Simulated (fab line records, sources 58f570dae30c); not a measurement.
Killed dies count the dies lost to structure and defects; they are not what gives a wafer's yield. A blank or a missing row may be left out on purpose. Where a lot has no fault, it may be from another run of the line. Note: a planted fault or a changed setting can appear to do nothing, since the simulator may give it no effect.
Matching of chambers | flow berkeley_cmos170 | 4 sister chambers for UCB170_ACTIVE_ETCH_15 on rie_diel-01
The step etches Si3N4 in CH3F/Ar/O2, stops on SiO2, target depth 242 nm, time 151 s. 14 wafers are shown with their chamber, then 7 later ones without.

== WAFERS PAIRED WITH THEIR CHAMBERS ==
wafer  | chamber | drypump_motor_current_A (A) | throttle_valve_pct (%) | mfc_ar_sccm (sccm)
L076.1 | 0       | 6.3                         | 7.92                   | 49.77
L076.2 | 1       | 5.2                         | 7.87                   | 50.07
L076.5 | 0       | 6.2                         | 7.94                   | 50.00
L081.1 | 1       | 5.2                         | 7.88                   | 50.19
L081.5 | 3       | 6.2                         | 8.07                   | 49.97
L081.6 | 2       | 5.4                         | 8.28                   | 50.14
L084.3 | 0       | 6.2                         | 7.93                   | 50.01
L084.5 | 0       | 6.2                         | 7.92                   | 50.11
L084.6 | 1       | 5.2                         | 7.88                   | 49.94
L085.2 | 1       | 5.2                         | 7.88                   | 49.84
L085.3 | 0       | 6.3                         | 7.92                   | 50.03
L085.6 | 2       | 5.4                         | 8.27                   | 50.10
L089.1 | 3       | 6.2                         | 8.10                   | 49.78
L089.3 | 1       | 5.2                         | 7.86                   | 49.97

SIGNATURES (averages over the wafers above)
reading                 | chamber 0 | chamber 1 | chamber 2 | chamber 3 | scatter within a chamber
drypump_motor_current_A | 6.240     | 5.200     | 5.400     | 6.200     | 0.0346
throttle_valve_pct      | 7.9260    | 7.8740    | 8.2750    | 8.0850    | 0.0107
mfc_ar_sccm             | 49.9840   | 50.0020   | 50.1200   | 49.8750   | 0.124
Rule: a wafer lies at a distance from a chamber equal to the root of the sum of squares, over the readings, of (its reading less the chamber's mean, divided by the reading's scatter). The wafer belongs to the nearest chamber; if the next one is less than 2 further off, it can't be placed. The scatter: take each reading less its chamber's mean, square it, sum over the shown wafers, divide by the number of wafers less the number of chambers, and take the root.

== WAFERS WHOSE CHAMBER IS MISSING ==
wafer  | drypump_motor_current_A (A) | throttle_valve_pct (%) | mfc_ar_sccm (sccm)
L089.6 | 5.2                         | 7.88                   | 49.97
L090.2 | 6.2                         | 8.08                   | 50.14
L090.4 | 5.4                         | 8.27                   | 49.83
L090.5 | 5.4                         | 8.27                   | 49.97
L094.1 | 6.2                         | 8.08                   | 49.97
L094.2 | 5.2                         | 7.87                   | 49.89
L094.5 | 6.3                         | 8.08                   | 49.96

== WHICH CHAMBER EACH WENT THROUGH ==
wafer  | from the rows above | in truth
L089.6 | 1                   | 1
L090.2 | 3                   | 3
L090.4 | 2                   | 2
L090.5 | 2                   | 2
L094.1 | 3                   | 3
L094.2 | 1                   | 1
L094.5 | 3                   | 3
Correctly placed: 7 of 7. Can't be placed from these rows: 0. 0 placed wrongly.
